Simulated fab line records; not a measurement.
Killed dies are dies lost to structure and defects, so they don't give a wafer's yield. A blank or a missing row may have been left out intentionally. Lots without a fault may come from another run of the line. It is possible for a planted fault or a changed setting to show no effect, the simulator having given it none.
fab line records    flow berkeley-cmos170
record lots=7  wafers=21  last-day=11
route steps=331 shown BACKSIDE@203 SDANNEAL@204 PSD@206 NSD@207 PLDD@208 NLDD@209 SILICIDE@210
lots that met no fault: from a run of the same line without faults
start-h: the number of hours between the record's first day and the start of the first shown wafer of the lot    wait-h: hours elapsed since this lot's preceding step    " same as the row above    L1.1+2: a row that stands for several wafers    - value missing, or start not given    * or withheld: withheld    < > ~ a bound
route shown NAME@n: NAME is a module with steps in the file, n the number in the route of the first one    usual: average and standard deviation across the fault-free wafers    same: alike in all rows    chamber/n: place in a boat    sites: readings site by site    _std_site: standard deviation across them    _edge_site: inner sites' mean taken away from outer sites' mean    radius-mm: how far each site lies from the wafer's centre    mask NAME#n: copy n    behind: the most recent tool/chamber to have shaped the wafer    hold: why the lot was held/for how many hours/how that ended    device: the transistor (n, p or np) that didn't switch    end of line: at the end of the route, the tests of the same wafers    step lacking rows: just its recipe    killed: the dies lost at the first sort to structure and to defects; this is not the yield of the wafer    map: a wafer's dies, x killed, . not, _ none there
set.NAME: the setting as run; set.NAME@STEP: as run at that earlier step    model.NAME: the simulator's own value behind a step, which no gauge read
certain route steps with their lots: each step a table, each wafer a row
services: a tool's chamber out of use, with start hour (start-h, from the record's first day; less than 0 if before it), hours out, and reason
## steps
# step UCB170_BACKSIDE_CLEAN_04
# recipe chemistry=SPM  temp-c=120  time-s=600
# step UCB170_SDANNEAL_RTA_00
# recipe temp-c=900  time-s=10  ambient=N2
# usual lamp-power-pct=23.54/0.06  wafer_temp_C_max=905.4/1.1
lot.wafer  tool           chamber  start-h  wait-h  lamp-power-pct  wafer_temp_C_max
L801.1     rtp-anneal-02  0        145.05   0.0     23.52           905.9
L801.5     "              0        "        "       23.46           903.9
L801.6     "              0        "        "       23.51           903.6
L804.1     rtp-anneal-02  0        158.12   0.0     23.48           906.9
L804.5     "              0        "        "       23.49           905.0
L804.6     "              0        "        "       23.47           904.7
L806.1     rtp-anneal-02  0        165.38   0.0     23.46           904.9
L806.2     "              0        "        "       23.44           904.4
L806.4     "              0        "        "       23.47           904.3
L807.1     rtp-anneal-01  0        173.99   0.0     23.60           904.9
L807.2     "              0        "        "       23.63           906.3
L807.4     "              0        "        "       23.62           905.6
L808.2     rtp-anneal-02  0        174.29   0.0     23.47           903.7
L808.5     "              0        "        "       23.49           905.7
L808.6     "              0        "        "       23.42           903.9
L810.2     rtp-anneal-01  0        180.80   0.0     23.61           907.0
L810.5     "              0        "        "       23.59           903.9
L810.6     "              0        "        "       23.55           903.3
L817.1     rtp-anneal-02  0        227.87   0.0     23.47           905.2
L817.5     "              0        "        "       23.48           906.0
L817.6     "              0        "        "       23.48           905.5
# step UCB170_SDANNEAL_RTA_01
# recipe temp-c=1050  time-s=5  ambient=N2
# usual lamp-power-pct=36.36/0.091  wafer_temp_C_max=1056.1/1.4
lot.wafer  tool           chamber  start-h  wait-h  lamp-power-pct  wafer_temp_C_max
L801.1     rtp-anneal-02  0        145.11   0.1     36.26           1056.3
L801.5     "              0        "        "       36.28           1054.3
L801.6     "              0        "        "       36.26           1056.9
L804.1     rtp-anneal-02  0        158.19   0.1     36.30           1056.9
L804.5     "              0        "        "       36.26           1053.7
L804.6     "              0        "        "       36.20           1056.3
L806.1     rtp-anneal-02  0        165.45   0.1     36.29           1053.4
L806.2     "              0        "        "       36.28           1055.0
L806.4     "              0        "        "       36.28           1055.7
L807.1     rtp-anneal-01  0        174.05   0.1     36.47           1057.4
L807.2     "              0        "        "       36.46           1057.2
L807.4     "              0        "        "       36.46           1056.5
L808.2     rtp-anneal-02  0        174.35   0.1     36.26           1055.1
L808.5     "              0        "        "       36.30           1055.7
L808.6     "              0        "        "       36.27           1055.2
L810.2     rtp-anneal-01  0        180.86   0.1     36.46           1056.8
L810.5     "              0        "        "       36.42           1056.3
L810.6     "              0        "        "       36.42           1057.6
L817.1     rtp-anneal-02  0        227.94   0.1     36.24           1056.1
L817.5     "              0        "        "       36.29           1054.5
L817.6     "              0        "        "       36.23           1054.0
# step UCB170_SDANNEAL_RS_MEAS_02
# recipe thk-meas-gauge=four-point-probe
# usual PSD_RS=75.6/0.41
lot.wafer  tool           chamber  start-h  wait-h  PSD_RS[ohm/sq]
L801.1     film-metro-01  -        145.17   0.0     74.9
L801.5     "              -        "        "       75.1
L801.6     "              -        "        "       75.4
L804.1     film-metro-04  -        158.25   0.0     76.3
L804.5     "              -        "        "       75.9
L804.6     "              -        "        "       76.2
L806.1     film-metro-02  -        165.51   0.0     75.1
L806.2     "              -        "        "       75.0
L806.4     "              -        "        "       75.1
L807.1     film-metro-01  -        174.11   0.0     75.6
L807.2     "              -        "        "       75.8
L807.4     "              -        "        "       75.9
L808.2     film-metro-04  -        174.42   0.1     75.7
L808.5     "              -        "        "       75.9
L808.6     "              -        "        "       75.5
L810.2     film-metro-04  -        180.93   0.1     75.6
L810.5     "              -        "        "       75.7
L810.6     "              -        "        "       75.7
L817.1     film-metro-04  -        227.99   0.0     76.1
L817.5     "              -        "        "       76.2
L817.6     "              -        "        "       76.2
# step UCB170_SDANNEAL_RS_MEAS_03
# recipe thk-meas-gauge=four-point-probe
# usual NSD_RS=37.67/0.1
lot.wafer  tool           chamber  start-h  wait-h  NSD_RS[ohm/sq]
L801.1     film-metro-01  -        145.29   0.1     37.67
L801.5     "              -        "        "       37.70
L801.6     "              -        "        "       37.60
L804.1     film-metro-04  -        158.37   0.1     37.69
L804.5     "              -        "        "       37.87
L804.6     "              -        "        "       37.86
L806.1     film-metro-02  -        165.63   0.1     37.71
L806.2     "              -        "        "       37.62
L806.4     "              -        "        "       37.56
L807.1     film-metro-01  -        174.23   0.1     37.60
L807.2     "              -        "        "       37.54
L807.4     "              -        "        "       37.68
L808.2     film-metro-04  -        174.54   0.1     37.79
L808.5     "              -        "        "       37.71
L808.6     "              -        "        "       37.80
L810.2     film-metro-04  -        181.05   0.1     37.77
L810.5     "              -        "        "       37.61
L810.6     "              -        "        "       37.69
L817.1     film-metro-04  -        228.11   0.1     37.76
L817.5     "              -        "        "       37.95
L817.6     "              -        "        "       37.82
# step UCB170_SDANNEAL_RS_MEAS_04
# recipe thk-meas-gauge=four-point-probe
# usual PLDD_RS=1021.5/3
lot.wafer  tool           chamber  start-h  wait-h  PLDD_RS[ohm/sq]
L801.1     film-metro-01  -        145.41   0.1     1022.6
L801.5     "              -        "        "       1017.7
L801.6     "              -        "        "       1018.8
L804.1     film-metro-04  -        158.49   0.1     1024.6
L804.5     "              -        "        "       1023.8
L804.6     "              -        "        "       1023.4
L806.1     film-metro-02  -        165.75   0.1     1019.4
L806.2     "              -        "        "       1020.2
L806.4     "              -        "        "       1020.2
L807.1     film-metro-01  -        174.35   0.1     1022.9
L807.2     "              -        "        "       1021.8
L807.4     "              -        "        "       1026.3
L808.2     film-metro-04  -        174.66   0.1     1021.1
L808.5     "              -        "        "       1023.6
L808.6     "              -        "        "       1022.0
L810.2     film-metro-04  -        181.17   0.1     1021.1
L810.5     "              -        "        "       1021.3
L810.6     "              -        "        "       1022.1
L817.1     film-metro-04  -        228.23   0.1     1024.4
L817.5     "              -        "        "       1022.5
L817.6     "              -        "        "       1024.9
# step UCB170_SDANNEAL_RS_MEAS_05
# recipe thk-meas-gauge=four-point-probe
# usual NLDD_RS=615.2/1.8
lot.wafer  tool           chamber  start-h  wait-h  NLDD_RS[ohm/sq]
L801.1     film-metro-01  -        145.53   0.1     615.1
L801.5     "              -        "        "       612.6
L801.6     "              -        "        "       614.2
L804.1     film-metro-04  -        158.61   0.1     613.9
L804.5     "              -        "        "       616.2
L804.6     "              -        "        "       614.2
L806.1     film-metro-02  -        165.87   0.1     613.0
L806.2     "              -        "        "       612.0
L806.4     "              -        "        "       614.2
L807.1     film-metro-01  -        174.47   0.1     615.1
L807.2     "              -        "        "       613.3
L807.4     "              -        "        "       614.4
L808.2     film-metro-04  -        174.78   0.1     616.7
L808.5     "              -        "        "       616.8
L808.6     "              -        "        "       615.7
L810.2     film-metro-04  -        181.29   0.1     617.6
L810.5     "              -        "        "       616.9
L810.6     "              -        "        "       615.1
L817.1     film-metro-04  -        228.35   0.1     618.0
L817.5     "              -        "        "       617.5
L817.6     "              -        "        "       619.2
# step UCB170_SILICIDE_PRE_CLEAN_00
# recipe gas=Ar  preclean-etch-time-s=60
# step UCB170_SILICIDE_SPUTTER_01
# recipe material=Ti  target-thk-nm=30  time-s=25  power-w=1500  chamber-pressure-pa=0.5
# usual throttle-valve-pct=29.6/0.86
lot.wafer  tool            chamber  start-h  wait-h  throttle-valve-pct
L801.1     pvd-sputter-02  -        145.72   0.0     30.5
L801.5     "               -        "        "       30.4
L801.6     "               -        "        "       30.7
L804.1     pvd-sputter-03  -        158.79   0.0     28.4
L804.5     "               -        "        "       29.7
L804.6     "               -        "        "       29.4
L806.1     pvd-sputter-02  -        166.06   0.0     30.5
L806.2     "               -        "        "       30.6
L806.4     "               -        "        "       30.2
L807.1     pvd-sputter-01  -        174.66   0.0     30.7
L807.2     "               -        "        "       29.0
L807.4     "               -        "        "       29.2
L808.2     pvd-sputter-02  -        174.95   0.0     30.5
L808.5     "               -        "        "       30.9
L808.6     "               -        "        "       30.4
L810.2     pvd-sputter-02  -        181.46   0.0     30.6
L810.5     "               -        "        "       30.7
L810.6     "               -        "        "       29.9
L817.1     pvd-sputter-01  -        228.54   0.0     29.2
L817.5     "               -        "        "       30.8
L817.6     "               -        "        "       29.2
# step UCB170_SILICIDE_RS_MEAS_02
# recipe thk-meas-gauge=four-point-probe  reads=Ti_of_SILICIDE_SPUTTER_01
# usual SILICIDE_TI_RS=26.4/0.47
lot.wafer  tool           chamber  start-h  wait-h  SILICIDE_TI_RS[ohm/sq]
L801.1     film-metro-04  -        145.75   0.0     26.1
L801.5     "              -        "        "       25.9
L801.6     "              -        "        "       26.2
L804.1     film-metro-02  -        158.82   0.0     25.8
L804.5     "              -        "        "       26.1
L804.6     "              -        "        "       26.4
L806.1     film-metro-03  -        166.09   0.0     26.0
L806.2     "              -        "        "       26.4
L806.4     "              -        "        "       27.2
L807.1     film-metro-02  -        174.69   0.0     26.4
L807.2     "              -        "        "       26.2
L807.4     "              -        "        "       26.8
L808.2     film-metro-03  -        175.00   0.0     26.8
L808.5     "              -        "        "       27.3
L808.6     "              -        "        "       26.5
L810.2     film-metro-04  -        181.51   0.0     26.1
L810.5     "              -        "        "       27.0
L810.6     "              -        "        "       27.0
L817.1     film-metro-02  -        228.69   0.1     27.3
L817.5     "              -        "        "       26.4
L817.6     "              -        "        "       26.7
# step UCB170_SILICIDE_THK_MEAS_03
# recipe thk-meas-gauge=xrf  reads=Ti_of_SILICIDE_SPUTTER_01
# usual SILICIDE_TI_THK=30.3/0.47
lot.wafer  tool           chamber  start-h  wait-h  SILICIDE_TI_THK[nm]
L801.1     film-metro-04  -        145.87   0.1     30.8
L801.5     "              -        "        "       31.0
L801.6     "              -        "        "       30.7
L804.1     film-metro-02  -        158.94   0.1     30.8
L804.5     "              -        "        "       30.7
L804.6     "              -        "        "       30.2
L806.1     film-metro-03  -        166.21   0.1     30.7
L806.2     "              -        "        "       30.2
L806.4     "              -        "        "       29.5
L807.1     film-metro-02  -        174.81   0.1     30.2
L807.2     "              -        "        "       30.5
L807.4     "              -        "        "       30.0
L808.2     film-metro-03  -        175.11   0.1     29.8
L808.5     "              -        "        "       29.4
L808.6     "              -        "        "       30.0
L810.2     film-metro-04  -        181.62   0.1     30.7
L810.5     "              -        "        "       29.9
L810.6     "              -        "        "       29.9
L817.1     film-metro-02  -        228.81   0.1     29.6
L817.5     "              -        "        "       30.5
L817.6     "              -        "        "       30.1
# step UCB170_SILICIDE_RTA_04
# recipe temp-c=650  time-s=15  ambient=N2
# usual lamp-power-pct=10.087/0.025  wafer_temp_C_max=653.9/0.81
lot.wafer  tool           chamber  start-h  wait-h  lamp-power-pct  wafer_temp_C_max
L801.1     rtp-anneal-02  0        145.93   0.1     10.081          653.4
L801.5     "              0        "        "       10.065          653.4
L801.6     "              0        "        "       10.074          653.2
L804.1     rtp-anneal-01  0        159.00   0.1     10.127          655.0
L804.5     "              0        "        "       10.104          653.7
L804.6     "              0        "        "       10.113          654.1
L806.1     rtp-anneal-02  0        166.27   0.1     10.056          653.3
L806.2     "              0        "        "       10.076          653.4
L806.4     "              0        "        "       10.072          653.7
L807.1     rtp-anneal-01  0        174.87   0.1     10.117          654.7
L807.2     "              0        "        "       10.101          655.5
L807.4     "              0        "        "       10.125          654.3
L808.2     rtp-anneal-02  0        175.17   0.1     10.070          653.9
L808.5     "              0        "        "       10.051          653.7
L808.6     "              0        "        "       10.058          653.4
L810.2     rtp-anneal-01  0        181.68   0.1     10.126          653.6
L810.5     "              0        "        "       10.117          654.0
L810.6     "              0        "        "       10.121          654.8
L817.1     rtp-anneal-02  0        228.87   0.1     10.065          653.2
L817.5     "              0        "        "       10.062          654.3
L817.6     "              0        "        "       10.061          653.6
# step UCB170_SILICIDE_WET_ETCH_05
# recipe chemistry=SPM  time-s=45  temp-c=120  target=Ti
# usual bath-guard-temp-C=119.8/0.45  bath-heat-duty-pct=14.7/2.8
lot.wafer  tool          chamber  start-h  wait-h  bath-guard-temp-C  bath-heat-duty-pct
L801.1     wet-bench-04  2        146.20   0.3     119.1              11.7
L801.5     "             2        "        "       119.3              11.2
L801.6     "             2        "        "       118.8              11.0
L804.1     wet-bench-04  1        159.17   0.2     119.1              11.3
L804.5     "             1        "        "       119.7              11.1
L804.6     "             1        "        "       119.2              11.5
L806.1     wet-bench-04  3        166.34   0.1     -                  -
L806.2     "             3        "        "       -                  -
L806.4     "             3        "        "       -                  -
L807.1     wet-bench-01  0        174.94   0.1     -                  -
L807.2     "             0        "        "       -                  -
L807.4     "             0        "        "       -                  -
L808.2     wet-bench-01  2        175.24   0.1     -                  -
L808.5     "             2        "        "       -                  -
L808.6     "             2        "        "       -                  -
L810.2     wet-bench-01  0        182.15   0.5     119.5              14.0
L810.5     "             0        "        "       119.5              12.3
L810.6     "             0        "        "       119.6              12.2
L817.1     wet-bench-01  3        229.15   0.3     120.8              12.8
L817.5     "             3        "        "       120.8              12.6
L817.6     "             3        "        "       120.4              13.3
## services
tool            chamber  start-h  hours  kind
pvd-sputter-03  -        149.84   0.9    repair
pvd-sputter-03  -        155.67   3.0    repair
pvd-sputter-01  -        186.39   2.0    repair
pvd-sputter-02  -        192.69   3.7    repair
## key
first-sign step=UCB170_SILICIDE_WET_ETCH_05  reading=tool-record  direction=missing
effect none on later readings
met-at UCB170_SILICIDE_WET_ETCH_05
struck-wafers L806.1,L806.2,L806.4,L807.1,L807.2,L807.4,L808.2,L808.5,L808.6
later-rows-left-out L806.1,L806.2,L806.4,L807.1,L807.2,L807.4,L808.2,L808.5,L808.6
sort-left-out L806.1,L806.2,L806.4,L807.1,L807.2,L807.4,L808.2,L808.5,L808.6
tester-left-out L806,L807,L808
onset-between 159.17 166.34
fault kind=skipped-step-whole  tool=wet-bench-01,wet-bench-04  chamber=-  onset-h=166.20  steps=UCB170_SILICIDE_WET_ETCH_05  scope=struck-lots-only
# tester-left-out: of these lots the tester's yield and bins aren't shown, on N5 and GAA mostly nor the transistor test; their killed dies are dies lost to structure and defects alone, not to doping, threshold or leakage, so they don't give the yield
# sort-left-out: the simulated sort isn't trusted on such a fault, so these wafers' sort isn't shown, and their yield isn't known
# later-rows-left-out: the simulator's readings of these wafers behind a module that went badly wrong aren't trusted and aren't shown, but for the sort
